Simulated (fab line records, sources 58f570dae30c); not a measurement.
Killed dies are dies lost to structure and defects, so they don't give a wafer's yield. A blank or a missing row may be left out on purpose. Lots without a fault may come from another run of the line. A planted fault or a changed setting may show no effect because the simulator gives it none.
Which tool did it? | flow berkeley_cmos170 | 14 lots, 42 wafers sampled, at 2 steps of a route of 331

WHAT THE GAUGES READ, wafer by wafer
UCB170_PLDD_CD_MEAS_06: target cd 1200 nm.
lot  | measured     | on        | cd_nm (nm)
L269 | day 6 19:57  | cd_sem-01 | 1199.3 1199.4 1200.3
L270 | day 6 20:05  | cd_sem-02 | 1199.3 1200.5 1200.9
L271 | day 6 20:13  | cd_sem-01 | 1198.3 1199.0 1199.2
L273 | day 7 05:52  | cd_sem-01 | 1200.8 1202.5 1201.4
L272 | day 7 05:59  | cd_sem-02 | 1202.4 1202.0 1202.0
L276 | day 7 18:15  | cd_sem-01 | 1201.2 1200.7 1199.2
L281 | day 8 18:04  | cd_sem-01 | 1197.8 1197.4 1197.8
L284 | day 9 07:11  | cd_sem-02 | 1200.0 1199.9 1199.9
L283 | day 9 07:48  | cd_sem-01 | 1200.0 1200.0 1199.7
L285 | day 9 10:17  | cd_sem-01 | 1199.8 1200.6 1200.4
L289 | day 10 03:44 | cd_sem-02 | 1200.8 1202.2 1201.8
L291 | day 10 11:02 | cd_sem-02 | 1200.8 1200.6 1200.5
L292 | day 10 11:18 | cd_sem-02 | 1201.3 1198.6 1200.5
L290 | day 10 11:31 | cd_sem-02 | 1202.1 1201.6 1201.5

UCB170_NLDD_CD_MEAS_06: target cd 1200 nm.
lot  | measured     | on        | cd_nm (nm)
L269 | day 6 21:55  | cd_sem-01 | 1202.0 1204.6 1202.4
L270 | day 6 22:11  | cd_sem-01 | 1201.0 1201.0 1200.3
L271 | day 6 22:26  | cd_sem-02 | 1198.8 1200.6 1200.9
L273 | day 7 08:04  | cd_sem-02 | 1200.3 1201.2 1199.7
L272 | day 7 08:11  | cd_sem-02 | 1200.3 1198.8 1199.6
L276 | day 7 20:49  | cd_sem-01 | 1200.3 1199.8 1201.4
L281 | day 8 20:44  | cd_sem-02 | 1198.4 1198.5 1198.0
L284 | day 9 08:56  | cd_sem-01 | 1204.4 1203.5 1203.2
L283 | day 9 09:57  | cd_sem-02 | 1203.2 1200.9 1200.7
L285 | day 9 12:34  | cd_sem-02 | 1200.6 1200.1 1201.0
L289 | day 10 06:53 | cd_sem-01 | 1198.5 1197.6 1196.8
L291 | day 10 12:59 | cd_sem-02 | 1200.0 1199.8 1200.3
L292 | day 10 13:14 | cd_sem-01 | 1200.6 1199.7 1199.2
L290 | day 10 13:28 | cd_sem-02 | 1199.1 1199.2 1198.2

WHICH TOOL RAN EACH LOT (tool, then ch and the chambers of the sampled wafers, then the start)
The record holds no process step before these readings.

WHAT THE TOOLS THEMSELVES READ (means of the sampled wafers that have a number; where no wafer has one, the mark that the record gives instead)
The record holds no such reading with a usual standard deviation.

THE ANSWER, worked out from the rows above alone
Rule: what is usual is taken from the lots themselves. Put in order of their means at a reading, lots are off if they are a third of the lots or fewer, leave a main group of 4 or more, and stand apart from it by a gap of 3 or more times the standard deviation of the main group's means; of several such gaps the widest counts. A main group whose means are all the same, to the digits that the tables above print for the reading, isn't used. A lot without any number at a reading at which 4 lots or more have one is off too. The other lots that the step has rows for count as sound. The gauges are gone through in route order, then the tools' own readings, and for those a lot's mean is taken as printed above. The first step at which some lot is off is used, and at that step the reading that is off furthest; a lot without a number counts as furthest.
No lot is off at any reading shown: from this, nothing can be told.

WHAT THE SIMULATOR HAD PUT IN
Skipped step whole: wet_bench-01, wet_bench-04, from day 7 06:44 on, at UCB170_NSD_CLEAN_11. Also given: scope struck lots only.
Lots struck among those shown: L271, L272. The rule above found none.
